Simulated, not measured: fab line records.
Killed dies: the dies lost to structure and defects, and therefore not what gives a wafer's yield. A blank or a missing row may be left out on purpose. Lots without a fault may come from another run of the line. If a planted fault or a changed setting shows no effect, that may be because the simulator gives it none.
Commonality check across tools | flow berkeley-cmos170 | Sampled: 10 lots, 30 wafers

## WHY THIS WAS OPENED
Of 10 lots, 2 have the reading M3_OVL flagged at UCB170_M3_OVL_MEAS_16. No-fault wafers: 0 nm, standard deviation 5.4.
Rule: flag the lot when none of its wafers has a number, or when each of its wafers that has one lies beyond 4 standard deviations from that mean. The other lots count as sound.

lot  | measured     | on         | M3_OVL (nm), wafer by wafer | flag
L355 | day 9 02:46  | overlay-01 | 1 2 3                       |
L356 | day 9 11:03  | overlay-01 | 13 -2 3                     |
L359 | day 9 15:06  | overlay-02 | -6 -7 -1                    |
L357 | day 9 15:56  | overlay-02 | 6 1 3                       |
L358 | day 9 18:42  | overlay-01 | 89 85 91                    | FLAGGED
L360 | day 10 02:41 | overlay-01 | 6 -3 11                     |
L362 | day 10 04:30 | overlay-01 | 86 83 88                    | FLAGGED
L364 | day 10 15:46 | overlay-02 | -5 -2 -5                    |
L374 | day 12 22:18 | overlay-01 | 5 -3 0                      |
L375 | day 12 22:51 | overlay-02 | -4 4 3                      |
The mean of the flagged lots' numbers is 87 nm, +87 nm from the usual (+16 standard deviations).

## LOT BY LOT: THE TOOL USED
The record holds 2 process steps before the reading, out of a route of 331 steps. Every cell lists first the tool, next ch and the chambers used by the sampled wafers, and last the start.
lot  | flag    | UCB170_CONTACT_STRIP_06              | UCB170_M3_EXPOSE_12
L355 |         | plasma-asher-01 ch 1, day 8 08:14    | krf-scanner-02 ch 0, day 9 02:16
L356 |         | plasma-asher-04 ch 0,1, day 8 16:05  | krf-scanner-01 ch 0, day 9 10:33
L359 |         | plasma-asher-01 ch 0,1, day 8 22:29  | krf-scanner-02 ch 0, day 9 14:23
L357 |         | plasma-asher-04 ch 0,1, day 9 00:14  | krf-scanner-02 ch 0, day 9 15:25
L358 | FLAGGED | plasma-asher-01 ch 0,1, day 9 00:14  | krf-scanner-02 ch 0, day 9 17:54
L360 |         | plasma-asher-04 ch 0,1, day 9 08:34  | krf-scanner-01 ch 0, day 10 01:19
L362 | FLAGGED | plasma-asher-01 ch 0, day 9 10:31    | krf-scanner-02 ch 0, day 10 03:31
L364 |         | plasma-asher-01 ch 0,1, day 9 21:40  | krf-scanner-01 ch 0, day 10 15:03
L374 |         | plasma-asher-04 ch 0,1, day 11 22:35 | krf-scanner-01 ch 0, day 12 21:25
L375 |         | plasma-asher-03 ch 0,1, day 11 22:35 | krf-scanner-01 ch 0, day 12 21:54
What the steps here do:
- UCB170_CONTACT_STRIP_06: strips in O2.
- UCB170_M3_EXPOSE_12: exposes mask METAL3, target cd 700 nm.
- UCB170_M3_OVL_MEAS_16

## FLAGGED OVER TOTAL, TOOL BY TOOL (the gauges that took the reading come last)
step                    | tool            | lots run | flagged | share of the flagged lots | sound lots run after its first flagged lot
UCB170_CONTACT_STRIP_06 | plasma-asher-01 | 5        | 2       | all                       | 1 (L364)
UCB170_CONTACT_STRIP_06 | plasma-asher-03 | 1        | 0       | none                      | -
UCB170_CONTACT_STRIP_06 | plasma-asher-04 | 4        | 0       | none                      | -
UCB170_M3_EXPOSE_12     | krf-scanner-01  | 5        | 0       | none                      | -
UCB170_M3_EXPOSE_12     | krf-scanner-02  | 5        | 2       | all                       | 0
UCB170_M3_OVL_MEAS_16   | overlay-01      | 6        | 2       | all                       | 2 (L360,L374)
UCB170_M3_OVL_MEAS_16   | overlay-02      | 4        | 0       | none                      | -

## WHAT THE TABLE PERMITS
3 rows of the table ran every flagged lot: plasma-asher-01 at UCB170_CONTACT_STRIP_06, krf-scanner-02 at UCB170_M3_EXPOSE_12, overlay-01 at UCB170_M3_OVL_MEAS_16.
- plasma-asher-01 at UCB170_CONTACT_STRIP_06 ran 5 lots, 2 of them flagged. Sound lots ran on it after the first flagged one (L364), which a lasting fault on the whole tool wouldn't allow.
- krf-scanner-02 at UCB170_M3_EXPOSE_12 ran 5 lots, 2 of them flagged. Its last sound lot is L357 (day 9 15:25), its first flagged lot L358 (day 9 17:54): a fault that began between those two fits.
- overlay-01 at UCB170_M3_OVL_MEAS_16 ran 6 lots, 2 of them flagged. Sound lots ran on it after the first flagged one (L360, L374), which a lasting fault on the whole tool wouldn't allow.
Just one tool remains: krf-scanner-02 at UCB170_M3_EXPOSE_12.

## WHAT THE SIMULATOR HAD PUT IN
Scanner matching overlay: krf-scanner-02, from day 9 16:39 on, at UCB170_M3_EXPOSE_12. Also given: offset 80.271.
Lots struck among those shown: L358, L362. Same finding as the rule above.
